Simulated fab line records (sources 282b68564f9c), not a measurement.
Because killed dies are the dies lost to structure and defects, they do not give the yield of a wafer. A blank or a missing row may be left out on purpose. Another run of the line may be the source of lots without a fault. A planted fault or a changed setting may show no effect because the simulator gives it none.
What tool caused it? + flow ritCmos + 45 wafers from 15 lots sampled at 5 of the route's 202 steps

WHAT EACH GAUGE READ, for each wafer
RIT_FOX1_THK_MEAS_01. Usual: for FOX1_OXIDE_THK the level is 354 nm and the standard deviation is 6.3.
| lot  | measured    | on           | FOX1_OXIDE_THK (nm) | flag |
|------|-------------|--------------|---------------------|------|
| L981 | day 1 17:23 | filmMetro-01 | 347 354 351         |      |
| L982 | day 1 22:19 | filmMetro-04 | 347 356 346         |      |
| L983 | day 2 02:54 | filmMetro-01 | 361 367 364         |      |
| L984 | day 2 07:59 | filmMetro-03 | 352 346 350         |      |
| L985 | day 2 13:56 | filmMetro-03 | 358 355 351         |      |
| L986 | day 2 20:27 | filmMetro-04 | 347 353 349         |      |
| L989 | day 3 10:10 | filmMetro-03 | 364 365 368         |      |
| L991 | day 3 20:23 | filmMetro-01 | 353 356 353         |      |
| L992 | day 4 02:52 | filmMetro-04 | 357 353 360         |      |
| L993 | day 4 07:36 | filmMetro-01 | 346 340 346         |      |
| L994 | day 4 09:54 | filmMetro-01 | 342 350 342         |      |
| L995 | day 4 17:01 | filmMetro-01 | 354 363 358         |      |
| L998 | day 5 07:23 | filmMetro-01 | 352 360 355         |      |
| L102 | day 6 03:46 | filmMetro-03 | 343 345 347         |      |
| L104 | day 6 14:15 | filmMetro-04 | 359 366 360         |      |

RIT_GATE_OVL_MEAS_17. Usual: for GATE_OVL the level is -0.6 nm and the standard deviation is 1.3.
| lot  | measured    | on         | GATE_OVL (nm)  | flag |
|------|-------------|------------|----------------|------|
| L981 | day 2 12:02 | overlay-02 | -5.1 -3.0 -2.9 |      |
| L982 | day 2 19:24 | overlay-01 | -0.9 -2.6 0.6  |      |
| L983 | day 2 22:32 | overlay-02 | -2.7 -1.0 -2.8 |      |
| L984 | day 3 03:37 | overlay-02 | -2.0 -0.1 0.0  |      |
| L985 | day 3 09:54 | overlay-01 | 1.0 0.2 1.5    |      |
| L986 | day 3 17:50 | overlay-02 | 0.9 -0.5 -0.7  |      |
| L989 | day 4 09:11 | overlay-02 | -1.4 -3.1 -1.8 |      |
| L991 | day 4 18:24 | overlay-02 | -0.9 -0.3 -0.1 |      |
| L992 | day 5 01:38 | overlay-02 | 5.9 4.2 5.8    | OFF  |
| L993 | day 5 04:50 | overlay-02 | -0.2 -0.7 -1.4 |      |
| L994 | day 5 05:59 | overlay-02 | 0.6 -0.3 0.4   |      |
| L995 | day 5 16:11 | overlay-01 | 5.1 5.2 4.3    | OFF  |
| L998 | day 6 06:50 | overlay-02 | 4.1 7.8 3.8    | OFF  |
| L102 | day 7 00:48 | overlay-01 | 0.0 -2.4 -2.3  |      |
| L104 | day 7 12:39 | overlay-01 | -0.7 0.2 1.2   |      |

TOOL THAT RAN EACH LOT (tool first, then ch and the chambers of the sampled wafers, then the start)
| lot  | RIT_PWELL_STRIP_09                 | RIT_PRETRO_STRIP_09                | RIT_GATE_EXPOSE_13                |
|------|------------------------------------|------------------------------------|-----------------------------------|
| L981 | plasmaAsher-04 ch 0,1, day 1 22:43 | plasmaAsher-02 ch 0,1, day 2 07:17 | ilineStepper-02 ch 0, day 2 11:33 |
| L982 | plasmaAsher-01 ch 0,1, day 2 04:40 | plasmaAsher-03 ch 0,1, day 2 13:13 | ilineStepper-02 ch 0, day 2 18:54 |
| L983 | plasmaAsher-01 ch 1, day 2 09:05   | plasmaAsher-03 ch 0,1, day 2 17:46 | ilineStepper-02 ch 0, day 2 22:01 |
| L984 | plasmaAsher-02 ch 0,1, day 2 13:34 | plasmaAsher-03 ch 0,1, day 2 22:43 | ilineStepper-01 ch 0, day 3 03:05 |
| L985 | plasmaAsher-02 ch 0,1, day 2 20:18 | plasmaAsher-02 ch 0,1, day 3 04:51 | ilineStepper-02 ch 0, day 3 09:22 |
| L986 | plasmaAsher-02 ch 0,1, day 3 01:44 | plasmaAsher-04 ch 0,1, day 3 10:17 | ilineStepper-02 ch 0, day 3 17:13 |
| L989 | plasmaAsher-04 ch 0,1, day 3 17:55 | plasmaAsher-04 ch 0,1, day 4 02:28 | ilineStepper-02 ch 0, day 4 08:40 |
| L991 | plasmaAsher-02 ch 0,1, day 4 02:41 | plasmaAsher-04 ch 0,1, day 4 11:22 | ilineStepper-02 ch 0, day 4 17:54 |
| L992 | plasmaAsher-02 ch 0,1, day 4 08:30 | plasmaAsher-02 ch 0,1, day 4 17:07 | ilineStepper-02 ch 0, day 5 01:01 |
| L993 | plasmaAsher-01 ch 0,1, day 4 13:04 | plasmaAsher-02 ch 0,1, day 4 23:12 | ilineStepper-01 ch 0, day 5 04:20 |
| L994 | plasmaAsher-02 ch 0, day 4 15:12   | plasmaAsher-04 ch 0,1, day 4 23:54 | ilineStepper-01 ch 0, day 5 05:29 |
| L995 | plasmaAsher-01 ch 0,1, day 4 23:47 | plasmaAsher-03 ch 0,1, day 5 08:28 | ilineStepper-02 ch 0, day 5 15:40 |
| L998 | plasmaAsher-01 ch 0,1, day 5 15:14 | plasmaAsher-03 ch 0,1, day 5 23:55 | ilineStepper-02 ch 0, day 6 06:20 |
| L102 | plasmaAsher-02 ch 0,1, day 6 10:16 | plasmaAsher-03 ch 1, day 6 19:00   | ilineStepper-01 ch 0, day 7 00:16 |
| L104 | plasmaAsher-01 ch 0,1, day 6 21:08 | plasmaAsher-03 ch 0,1, day 7 05:50 | ilineStepper-01 ch 0, day 7 12:08 |
- RIT_PWELL_STRIP_09: strips in O2, time 180 s.
- RIT_PRETRO_STRIP_09: strips in O2, time 180 s.
- RIT_GATE_EXPOSE_13: exposes mask M6, target cd 150 nm.

AS READ BY THE TOOLS THEMSELVES (means over the sampled wafers that have a number; for cases with no such wafer, the mark the record gives instead)
RIT_PWELL_STRIP_09. Usual: drypumpMotorCurrentA 6.0 A, standard deviation 0.46; o2FlowSccm 4001 sccm, standard deviation 12.
| lot  | tool           | drypumpMotorCurrentA (A) | o2FlowSccm (sccm) | flag |
|------|----------------|--------------------------|-------------------|------|
| L981 | plasmaAsher-04 | 5.3                      | 4003              |      |
| L982 | plasmaAsher-01 | 6.1                      | 3998              |      |
| L983 | plasmaAsher-01 | 6.3                      | 3997              |      |
| L984 | plasmaAsher-02 | 6.3                      | 3996              |      |
| L985 | plasmaAsher-02 | 6.3                      | 4009              |      |
| L986 | plasmaAsher-02 | 6.0                      | 3998              |      |
| L989 | plasmaAsher-04 | 5.3                      | 3999              |      |
| L991 | plasmaAsher-02 | 6.0                      | 3994              |      |
| L992 | plasmaAsher-02 | 6.3                      | 4012              |      |
| L993 | plasmaAsher-01 | 6.1                      | 4009              |      |
| L994 | plasmaAsher-02 | 6.6                      | 4015              |      |
| L995 | plasmaAsher-01 | 5.9                      | 4008              |      |
| L998 | plasmaAsher-01 | 5.9                      | 3989              |      |
| L102 | plasmaAsher-02 | 6.0                      | 4010              |      |
| L104 | plasmaAsher-01 | 6.0                      | 3987              |      |

RIT_PRETRO_STRIP_09. Usual: drypumpMotorCurrentA 5.7 A, standard deviation 0.56; o2FlowSccm 4000 sccm, standard deviation 12.
| lot  | tool           | drypumpMotorCurrentA (A) | o2FlowSccm (sccm) | flag |
|------|----------------|--------------------------|-------------------|------|
| L981 | plasmaAsher-02 | 6.0                      | 3990              |      |
| L982 | plasmaAsher-03 | 6.0                      | 4009              |      |
| L983 | plasmaAsher-03 | 6.0                      | 3988              |      |
| L984 | plasmaAsher-03 | 5.7                      | 4001              |      |
| L985 | plasmaAsher-02 | 6.0                      | 3994              |      |
| L986 | plasmaAsher-04 | 5.3                      | 4002              |      |
| L989 | plasmaAsher-04 | 5.2                      | 4008              |      |
| L991 | plasmaAsher-04 | 5.1                      | 4003              |      |
| L992 | plasmaAsher-02 | 6.3                      | 4009              |      |
| L993 | plasmaAsher-02 | 6.0                      | 3990              |      |
| L994 | plasmaAsher-04 | 5.2                      | 4007              |      |
| L995 | plasmaAsher-03 | 6.0                      | 3997              |      |
| L998 | plasmaAsher-03 | 5.6                      | 3998              |      |
| L102 | plasmaAsher-03 | 5.3                      | 4004              |      |
| L104 | plasmaAsher-03 | 5.6                      | 3989              |      |

RIT_GATE_EXPOSE_13. Usual: focusOffsetNm at 0.0 nm, with a standard deviation of 0.51.
| lot  | tool            | focusOffsetNm (nm) | flag |
|------|-----------------|--------------------|------|
| L981 | ilineStepper-02 | 0.2                |      |
| L982 | ilineStepper-02 | -0.0               |      |
| L983 | ilineStepper-02 | 0.1                |      |
| L984 | ilineStepper-01 | 0.3                |      |
| L985 | ilineStepper-02 | 0.3                |      |
| L986 | ilineStepper-02 | 0.4                |      |
| L989 | ilineStepper-02 | -0.2               |      |
| L991 | ilineStepper-02 | -0.4               |      |
| L992 | ilineStepper-02 | 0.5                |      |
| L993 | ilineStepper-01 | 0.5                |      |
| L994 | ilineStepper-01 | 0.3                |      |
| L995 | ilineStepper-02 | 0.1                |      |
| L998 | ilineStepper-02 | 0.1                |      |
| L102 | ilineStepper-01 | -0.0               |      |
| L104 | ilineStepper-01 | -0.2               |      |

THE ANSWER, worked out from the rows above alone
Rule: lot off if the mean of its wafers having a number is beyond 3 standard deviations from the usual mean. Also off: a lot with no number at a reading for which 4 or more lots have one. Where the step has rows for the other lots, those lots are counted as sound. Order of review: gauges by route order, followed by the tools' own readings, for which a lot's mean as printed above is used. At the first step where some lot is off, the reading lying furthest off is the one used; lots without a number count as furthest.
Off: L992, L995, L998, seen at RIT_GATE_OVL_MEAS_17 (GATE_OVL).
A tool fits if, at a process step before that reading, it ran every lot that is off, and no sound lot after the first of them. The gauges at RIT_GATE_OVL_MEAS_17 are tried like those tools. One fits: ilineStepper-02 at RIT_GATE_EXPOSE_13. A fault onset in the window from L991 (day 4 17:54, its last sound lot) to L992 (day 5 01:01, its first lot off) fits.

WHAT HAD BEEN PUT IN BY THE SIMULATOR
Scanner matching overlay: ilineStepper-02, from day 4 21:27 on, at RIT_GATE_EXPOSE_13. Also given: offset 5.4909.
Shown lots that were struck: L992, L995, L998. Same finding as the rule above.
